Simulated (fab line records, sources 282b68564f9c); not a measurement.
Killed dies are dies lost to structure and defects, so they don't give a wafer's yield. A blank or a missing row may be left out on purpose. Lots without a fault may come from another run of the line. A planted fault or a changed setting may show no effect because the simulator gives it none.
fab line records | flow rit_cmos
record lots=6 wafers=18 last_day=7
route steps=202 shown PSD@144 SDANNEAL@153 NSD@158 PLDD@159 NLDD@160 M1@202
lots that met no fault: from a run of the same line without faults
start_h: hours from the record's first day to the start of the lot's first wafer shown | wait_h: hours since the lot's step before | " the same as in the row above | L1.1+2: a row that stands for several wafers | - no value, or no start given | * or withheld: withheld | < > ~ a bound
route shown NAME@n: a module of which the file shows steps, and the number in the route of the first | usual: mean/standard deviation of fault-free wafers | same: alike in all rows | chamber/n: place in a boat | sites: the reading at each site | _std_site: their standard deviation | _edge_site: outer sites' mean less inner sites' | radius_mm: how far each site lies from the wafer's centre | mask NAME#n: copy n | behind: the tool/chamber that last shaped the wafer | hold: why the lot was held/for how many hours/how that ended | device: the transistor (n, p or np) that didn't switch | end of line: the same wafers' tests at the end of the route | a step without rows: its recipe alone | killed: dies lost to structure and defects at the first sort, not the wafer's yield | map: a wafer's dies, x killed, . not, _ none there
set.NAME: the setting as run; set.NAME@STEP: as run at that earlier step | model.NAME: the simulator's own value behind a step, which no gauge read
lots at some steps of the route; a table a step, a row a wafer
services: from which hour (start_h, from the record's first day; less than 0 if before it) a tool's chamber was out of use, for how many hours, and why
## steps
# step RIT_PSD_SOFTBAKE_02
# recipe resist=NOVOLAK temp_c=89.18 time_s=60
# step RIT_PSD_EXPOSE_03
# recipe mask_id=M10 na=0.57 target_cd_nm=40900 dose_mj=250
# step RIT_PSD_PEB_04
# recipe resist=NOVOLAK temp_c=withheld time_s=withheld
# step RIT_PSD_DEVELOP_05
# recipe resist=NOVOLAK develop_time_s=50 dev_temp_c=23
# step RIT_PSD_OVL_MEAS_06
# usual PSD_OVL=0.1/1.2
# columns lot.wafer tool chamber start_h wait_h PSD_OVL[nm]
L693.2 overlay-02 - 53.37 - 1.3
L693.3 " - " " 0.1
L693.6 " - " " -0.9
L695.3 overlay-01 - 61.78 - 0.8
L695.5 " - " " 3.1
L695.6 " - " " 1.2
L699.2 overlay-02 - 81.68 - 3.9
L699.4 " - " " 0.6
L699.5 " - " " 1.9
L704.1 overlay-02 - 111.56 - -0.2
L704.3 " - " " -0.1
L704.4 " - " " -0.2
L712.1 overlay-01 - 145.76 - 0.1
L712.2 " - " " -0.3
L712.5 " - " " 0.0
L714.1 overlay-02 - 159.53 - 1.3
L714.3 " - " " 1.2
L714.4 " - " " 0.5
# step RIT_PSD_HARDBAKE_07
# recipe resist=NOVOLAK temp_c=140 time_s=60
# step RIT_PSD_IMPLANT_08
# recipe species=BF2 energy_kev=27 dose_cm2=5e+15 tilt_deg=7
# step RIT_PSD_STRIP_09
# recipe chemistry=O2 time_s=180 resist=NOVOLAK platen_temp_c=withheld power_w=500 pressure_mtorr=4000 o2_flow_sccm=4000
# usual drypump_motor_current_A=5.6/0.31
# columns lot.wafer tool chamber start_h wait_h drypump_motor_current_A rf_hours_counter_h
L693.2 plasma_asher-01 1 53.70 0.1 5.5 41
L693.3 " 1 " " 5.5 -
L693.6 " 0 " " 5.4 -
L695.3 plasma_asher-01 1 62.16 0.1 5.5 -
L695.5 " 0 " " 5.4 -
L695.6 " 1 " " 5.5 -
L699.2 plasma_asher-04 1 82.01 0.1 5.8 29
L699.4 " 0 " " 5.3 -
L699.5 " 0 " " 5.3 -
L704.1 plasma_asher-02 1 111.89 0.1 5.5 46
L704.3 " 1 " " 5.5 -
L704.4 " 0 " " 6.4 -
L712.1 plasma_asher-04 1 146.09 0.1 5.8 36
L712.2 " 0 " " 5.2 36
L712.5 " 0 " " 5.3 -
L714.1 plasma_asher-04 0 159.87 0.1 5.3 37
L714.3 " 0 " " 5.3 -
L714.4 " 1 " " 5.7 -
# step RIT_PSD_TW_MEAS_10
# usual PSD_TW=3433/56
# columns lot.wafer tool chamber start_h wait_h PSD_TW
L693.2 film_metro-01 - 53.89 0.1 3462
L693.3 " - " " 3460
L693.6 " - " " 3460
L695.3 film_metro-03 - 62.30 0.1 3448
L695.5 " - " " 3474
L695.6 " - " " 3446
L699.2 film_metro-04 - 82.20 0.1 3378
L699.4 " - " " 3347
L699.5 " - " " 3352
L704.1 film_metro-01 - 112.07 0.1 3466
L704.3 " - " " 3488
L704.4 " - " " 3460
L712.1 film_metro-01 - 146.27 0.1 3504
L712.2 " - " " 3501
L712.5 " - " " 3489
L714.1 film_metro-01 - 160.05 0.1 3503
L714.3 " - " " 3498
L714.4 " - " " 3508
# step RIT_SDANNEAL_CLEAN_00
# recipe chemistry=SC1 mix=3:3:50 time_s=600 temp_c=75
# step RIT_SDANNEAL_CLEAN_01
# recipe chemistry=dHF dilution=50:1 time_s=30
# step RIT_SDANNEAL_CLEAN_02
# recipe chemistry=SC2 mix=3:3:50 time_s=600 temp_c=75 dry=n2_spin
# step RIT_SDANNEAL_RTA_03
# recipe temp_c=1050 time_s=5 idle_temp_c=600 ramp_up_c_per_s=342 ramp_down_c_per_s=171 cool_to_c=600 ambient=N2
# usual wafer_temp_C_max=1053.5/1.1
# columns lot.wafer tool chamber start_h wait_h wafer_temp_C_max
L693.2 rtp_anneal-01 0 54.33 0.0 1052.7
L693.3 " 0 " " 1055.5
L693.6 " 0 " " 1053.9
L695.3 rtp_anneal-01 0 62.74 0.0 1054.4
L695.5 " 0 " " 1053.6
L695.6 " 0 " " 1055.6
L699.2 rtp_anneal-01 0 82.62 0.0 1053.2
L699.4 " 0 " " 1055.0
L699.5 " 0 " " 1054.0
L704.1 rtp_anneal-02 0 112.49 0.0 1052.0
L704.3 " 0 " " 1052.9
L704.4 " 0 " " 1051.4
L712.1 rtp_anneal-02 0 146.71 0.0 1054.4
L712.2 " 0 " " 1053.6
L712.5 " 0 " " 1052.7
L714.1 rtp_anneal-02 0 160.51 0.0 1054.8
L714.3 " 0 " " 1052.2
L714.4 " 0 " " 1053.3
# step RIT_SDANNEAL_RS_MEAS_04
# recipe thk_meas_gauge=four-point-probe
# usual PSD_RS=115.9/0.33
# columns lot.wafer tool chamber start_h wait_h hold PSD_RS[ohm/sq]
L693.2 film_metro-04 - 54.44 0.1 - 116.2
L693.3 " - " " - 115.8
L693.6 " - " " - 116.2
L695.3 film_metro-03 - 62.86 0.1 - 115.4
L695.5 " - " " - 115.3
L695.6 " - " " - 115.5
L699.2 film_metro-04 - 82.69 0.1 - 115.9
L699.4 " - " " - 115.7
L699.5 " - " " - 115.6
L704.1 film_metro-04 - 112.55 0.0 - 115.5
L704.3 " - " " - 116.0
L704.4 " - " " - 116.0
L712.1 film_metro-04 - 146.77 0.0 await_dispo/0.2h/release 112.7
L712.2 " - " " await_dispo/0.2h/release 112.4
L712.5 " - " " await_dispo/0.2h/release 112.7
L712.1 film_metro-04 - 147.13 0.3 - 112.4
L712.2 " - " " - 112.5
L712.5 " - " " - 112.6
L714.1 film_metro-03 - 160.56 0.0 await_dispo/0.2h/release 113.1
L714.3 " - " " await_dispo/0.2h/release 113.0
L714.4 " - " " await_dispo/0.2h/release 112.8
L714.1 film_metro-03 - 160.92 0.3 - 113.1
L714.3 " - " " - 112.9
L714.4 " - " " - 113.1
# step RIT_SDANNEAL_RS_MEAS_05
# recipe thk_meas_gauge=four-point-probe
# usual NSD_RS=84.5/0.33
# columns lot.wafer tool chamber start_h wait_h hold NSD_RS[ohm/sq]
L693.2 film_metro-04 - 54.56 0.1 - 84.7
L693.3 " - " " - 84.7
L693.6 " - " " - 84.8
L695.3 film_metro-03 - 62.98 0.1 - 84.0
L695.5 " - " " - 84.1
L695.6 " - " " - 84.0
L699.2 film_metro-04 - 82.81 0.1 - 84.9
L699.4 " - " " - 84.2
L699.5 " - " " - 84.5
L704.1 film_metro-04 - 112.67 0.1 - 85.1
L704.3 " - " " - 85.0
L704.4 " - " " - 84.9
L712.1 film_metro-04 - 155.26 8.1 await_dispo/8.0h/release 84.2
L712.2 " - " " await_dispo/8.0h/release 84.3
L712.5 " - " " await_dispo/8.0h/release 84.2
L714.1 film_metro-03 - 165.61 4.7 await_dispo/4.6h/release 84.1
L714.3 " - " " await_dispo/4.6h/release 84.3
L714.4 " - " " await_dispo/4.6h/release 84.5
# step RIT_SDANNEAL_RS_MEAS_06
# recipe thk_meas_gauge=four-point-probe
# usual PLDD_RS=178.6/0.5
# columns lot.wafer tool chamber start_h wait_h hold PLDD_RS[ohm/sq]
L693.2 film_metro-04 - 54.68 0.1 - 178.6
L693.3 " - " " - 178.7
L693.6 " - " " - 178.9
L695.3 film_metro-03 - 63.10 0.1 - 177.7
L695.5 " - " " - 177.1
L695.6 " - " " - 177.7
L699.2 film_metro-04 - 82.93 0.1 - 178.5
L699.4 " - " " - 178.3
L699.5 " - " " - 178.9
L704.1 film_metro-04 - 112.79 0.1 - 178.8
L704.3 " - " " - 178.8
L704.4 " - " " - 178.7
L712.1 film_metro-04 - 155.38 0.1 await_dispo/0.2h/release 175.1
L712.2 " - " " await_dispo/0.2h/release 174.8
L712.5 " - " " await_dispo/0.2h/release 174.6
L712.1 film_metro-04 - 155.66 0.3 - 175.3
L712.2 " - " " - 174.5
L712.5 " - " " - 174.4
L714.1 film_metro-03 - 165.83 0.2 await_dispo/0.2h/release 175.4
L714.3 " - " " await_dispo/0.2h/release 175.1
L714.4 " - " " await_dispo/0.2h/release 175.3
L714.1 film_metro-03 - 166.11 0.3 - 175.6
L714.3 " - " " - 175.3
L714.4 " - " " - 175.2
# step RIT_SDANNEAL_RS_MEAS_07
# recipe thk_meas_gauge=four-point-probe
# usual NLDD_RS=150.4/0.47
# columns lot.wafer tool chamber start_h wait_h hold NLDD_RS[ohm/sq]
L693.2 film_metro-04 - 54.80 0.1 - 150.9
L693.3 " - " " - 150.5
L693.6 " - " " - 151.0
L695.3 film_metro-03 - 63.22 0.1 - 149.5
L695.5 " - " " - 149.7
L695.6 " - " " - 149.9
L699.2 film_metro-04 - 83.05 0.1 - 150.4
L699.4 " - " " - 150.2
L699.5 " - " " - 150.1
L704.1 film_metro-04 - 112.91 0.1 - 151.0
L704.3 " - " " - 151.0
L704.4 " - " " - 150.6
L712.1 film_metro-04 - 158.83 3.1 await_dispo/3.0h/release 149.6
L712.2 " - " " await_dispo/3.0h/release 150.4
L712.5 " - " " await_dispo/3.0h/release 149.6
L714.1 film_metro-03 - 168.89 2.8 await_dispo/2.7h/release 149.5
L714.3 " - " " await_dispo/2.7h/release 149.5
L714.4 " - " " await_dispo/2.7h/release 150.1
# step RIT_M1_PROBE_99
# usual killed_at_contacts=0.1/0.34 killed_at_front_end=6.6/2.7 killed_dies=6.7/2.7 killed_open=3.5/1.9 killed_short=3.1/1.8
# same gross_dies=264 killed_at_M0_to_M3=0 killed_at_M4_up=0 killed_at_back_side=0 killed_at_other=0
# columns lot.wafer tool chamber start_h wait_h killed_at_contacts killed_at_front_end killed_dies killed_open killed_short
L695.3 prober-01 - 70.62 0.2 1 4 5 3 2
L695.5 prober-01 - 70.72 0.2 0 1 1 0 1
L695.6 prober-01 - 70.77 0.2 0 11 11 6 5
L699.2 prober-01 - 90.29 0.1 0 4 4 2 2
L699.4 prober-01 - 90.39 0.2 0 7 7 4 3
L699.5 prober-01 - 90.44 0.2 0 1 1 1 0
L712.1 prober-02 - 165.72 0.1 0 9 9 6 3
L712.2 prober-02 - 165.77 0.1 0 5 5 4 1
L712.5 prober-02 - 165.92 0.2 1 4 5 2 3
L714.1 prober-02 - 175.85 0.1 0 8 8 4 4
L714.3 prober-02 - 175.95 0.2 0 7 7 5 2
L714.4 prober-02 - 176.00 0.2 0 3 3 2 1
# killed by level:class
L695.3 REOX:geometric_particle:open=2 GATE:geometric_particle:open=1 SILICIDE:geometric_particle:short=1 CONTACT:geometric_particle:short=1
L695.5 GATE:geometric_particle:short=1
L695.6 SPACER:geometric_particle:open=3 SILICIDE:geometric_particle:short=2 FOX1:geometric_particle:short=1 GATE:geometric_particle:short=1 GATE:geometric_particle:open=1 REOX:geometric_particle:short=1 REOX:geometric_particle:open=1 SILICIDE:geometric_particle:open=1
L699.2 GATE:geometric_particle:short=2 FOX2:geometric_particle:open=1 REOX:geometric_particle:open=1
L699.4 GATE:geometric_particle:short=3 GATE:geometric_particle:open=3 SILICIDE:geometric_particle:open=1
L699.5 SILICIDE:geometric_particle:open=1
L712.1 GATE:geometric_particle:open=3 FOX1:geometric_particle:short=1 FOX1:geometric_particle:open=1 FOX2:geometric_particle:open=1 GATE:geometric_particle:short=1 REOX:geometric_particle:open=1 SILICIDE:geometric_particle:short=1
L712.2 REOX:geometric_particle:open=2 FOX1:geometric_particle:short=1 GATE:geometric_particle:open=1 SPACER:geometric_particle:open=1
L712.5 GATE:geometric_particle:open=1 SPACER:geometric_particle:short=1 SILICIDE:geometric_particle:open=1 SILICIDE:geometric_particle:short=1 CONTACT:geometric_particle:short=1
L714.1 GATE:geometric_particle:open=4 GATE:geometric_particle:short=3 FOX2:geometric_particle:short=1
L714.3 FOX2:geometric_particle:open=2 GATE:geometric_particle:open=2 REOX:geometric_particle:short=2 SPACER:geometric_particle:open=1
L714.4 GATE:geometric_particle:open=1 REOX:geometric_particle:open=1 REOX:geometric_particle:short=1
## services
# columns tool chamber start_h hours kind
rtp_anneal-01 - 36.98 7.1 pm
rtp_anneal-02 - 45.27 5.8 pm
plasma_asher-01 - 105.73 1.2 repair
plasma_asher-01 - 108.75 9.0 pm
plasma_asher-01 0 108.75 9.0 vent_cycle
plasma_asher-01 1 108.75 9.0 vent_cycle
plasma_asher-01 0 117.75 - clean
plasma_asher-01 1 117.75 - clean
## key
first_sign step=RIT_SDANNEAL_RS_MEAS_04 reading=visit direction=added
effect step=RIT_SDANNEAL_RS_MEAS_04 reading=PSD_RS direction=down sigmas=9.7 usual=115.9 struck=112.8
effect step=RIT_SDANNEAL_RS_MEAS_06 reading=visit direction=added
effect step=RIT_SDANNEAL_RS_MEAS_06 reading=PLDD_RS direction=down sigmas=7.1 usual=178.6 struck=175.1
met_at RIT_SDANNEAL_RTA_03
struck_wafers L712.1,L712.2,L712.5,L714.1,L714.3,L714.4
tester_left_out L712,L714
onset_between 112.49 146.71
also_fits time
fault kind=process_parameter_drift tool=rtp_anneal-02 chamber=- onset_h=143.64 steps=RIT_SDANNEAL_RTA_03 channel=time_s offset=* shape=step end_h=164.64 acts_in=* stated=*
# tester_left_out: of these lots the tester's yield and bins aren't shown, on N5 and GAA mostly nor the transistor test; their killed dies are dies lost to structure and defects alone, not to doping, threshold or leakage, so they don't give the yield
